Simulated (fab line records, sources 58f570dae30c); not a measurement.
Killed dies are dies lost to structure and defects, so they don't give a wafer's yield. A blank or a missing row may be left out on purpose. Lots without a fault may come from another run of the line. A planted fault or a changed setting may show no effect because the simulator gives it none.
Tool commonality check | flow berkeley_cmos170 | 14 lots, 42 wafers sampled

WHY IT WAS OPENED
At UCB170_CONTACT_THK_MEAS_02 the reading CONTACT_PSG_THK is flagged on 2 of 14 lots. Wafers without a fault read 698 nm, standard deviation 5.9.
Rule: a lot is flagged when every wafer of it that has a number lies more than 4 standard deviations from that mean, or none has a number. The other lots count as sound.

lot  | measured     | on            | CONTACT_PSG_THK (nm), wafer by wafer | flag
L452 | day 8 03:24  | film_metro-03 | 694 692 690                          |
L453 | day 8 05:10  | film_metro-03 | 694 693 696                          |
L454 | day 9 04:26  | film_metro-03 | 699 698 700                          |
L456 | day 9 06:09  | film_metro-03 | 706 705 705                          |
L457 | day 9 06:10  | film_metro-04 | 699 698 694                          |
L455 | day 9 06:14  | film_metro-04 | 705 703 707                          |
L461 | day 9 23:23  | film_metro-01 | 700 693 703                          |
L459 | day 9 23:24  | film_metro-04 | 699 695 695                          |
L463 | day 9 23:28  | film_metro-03 | 696 690 692                          |
L462 | day 10 00:39 | film_metro-04 | 697 700 703                          |
L464 | day 11 01:40 | film_metro-04 | 691 694 699                          |
L471 | day 12 23:42 | film_metro-04 | 879 884 887                          | FLAGGED
L472 | day 13 05:06 | film_metro-04 | 874 882 882                          | FLAGGED
L474 | day 13 16:44 | film_metro-04 | 698 696 699                          |
The numbers of the flagged lots are 881 nm on average: +183 nm against the usual, or +31 standard deviations.

WHICH TOOL RAN EACH LOT
The record holds 1 process step before the reading, out of a route of 331 steps. In each cell: the tool, then ch and the chambers that the sampled wafers went through, then the start.
lot  | flag    | UCB170_CONTACT_CVD_01
L452 |         | lpcvd-02 ch 0, day 8 01:37
L453 |         | lpcvd-02 ch 1, day 8 03:23
L454 |         | lpcvd-01 ch 1, day 9 02:39
L456 |         | lpcvd-02 ch 1, day 9 04:22
L457 |         | lpcvd-02 ch 0, day 9 04:22
L455 |         | lpcvd-02 ch 1, day 9 04:22
L461 |         | lpcvd-01 ch 1, day 9 21:37
L459 |         | lpcvd-01 ch 1, day 9 21:37
L463 |         | lpcvd-01 ch 1, day 9 21:37
L462 |         | lpcvd-02 ch 0, day 9 22:52
L464 |         | lpcvd-01 ch 0, day 10 23:53
L471 | FLAGGED | lpcvd-01 ch 0, day 12 21:55
L472 | FLAGGED | lpcvd-01 ch 0, day 13 03:19
L474 |         | lpcvd-02 ch 0, day 13 14:57
What these steps do:
- UCB170_CONTACT_CVD_01: deposits PSG from SiH4/O2/PH3, target thk 700 nm, time 2820 s.
- UCB170_CONTACT_THK_MEAS_02

FLAGGED OVER TOTAL, TOOL BY TOOL (the gauges that took the reading come last)
step                       | tool          | lots run | flagged | share of the flagged lots | sound lots run after its first flagged lot
UCB170_CONTACT_CVD_01      | lpcvd-01      | 7        | 2       | all                       | 0
UCB170_CONTACT_CVD_01      | lpcvd-02      | 7        | 0       | none                      | -
UCB170_CONTACT_THK_MEAS_02 | film_metro-01 | 1        | 0       | none                      | -
UCB170_CONTACT_THK_MEAS_02 | film_metro-03 | 5        | 0       | none                      | -
UCB170_CONTACT_THK_MEAS_02 | film_metro-04 | 8        | 2       | all                       | 1 (L474)

WHAT THE TABLE ALLOWS
2 rows of the table ran every flagged lot: lpcvd-01 at UCB170_CONTACT_CVD_01, film_metro-04 at UCB170_CONTACT_THK_MEAS_02.
- lpcvd-01 at UCB170_CONTACT_CVD_01: 2 of its 7 lots flagged. Its last sound lot is L464 (day 10 23:53), its first flagged lot L471 (day 12 21:55): a fault that began between those two fits.
- film_metro-04 at UCB170_CONTACT_THK_MEAS_02: 2 of its 8 lots flagged. Sound lots ran on it after the first flagged one (L474), which a lasting fault on the whole tool wouldn't allow.
One tool is left: lpcvd-01 at UCB170_CONTACT_CVD_01.

WHAT THE SIMULATOR HAD PUT IN
Process parameter drift: lpcvd-01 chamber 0, from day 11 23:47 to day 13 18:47, at UCB170_CONTACT_CVD_01. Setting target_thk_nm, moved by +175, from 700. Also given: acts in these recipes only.
Lots struck among those shown: L471, L472. The rule above found the same.
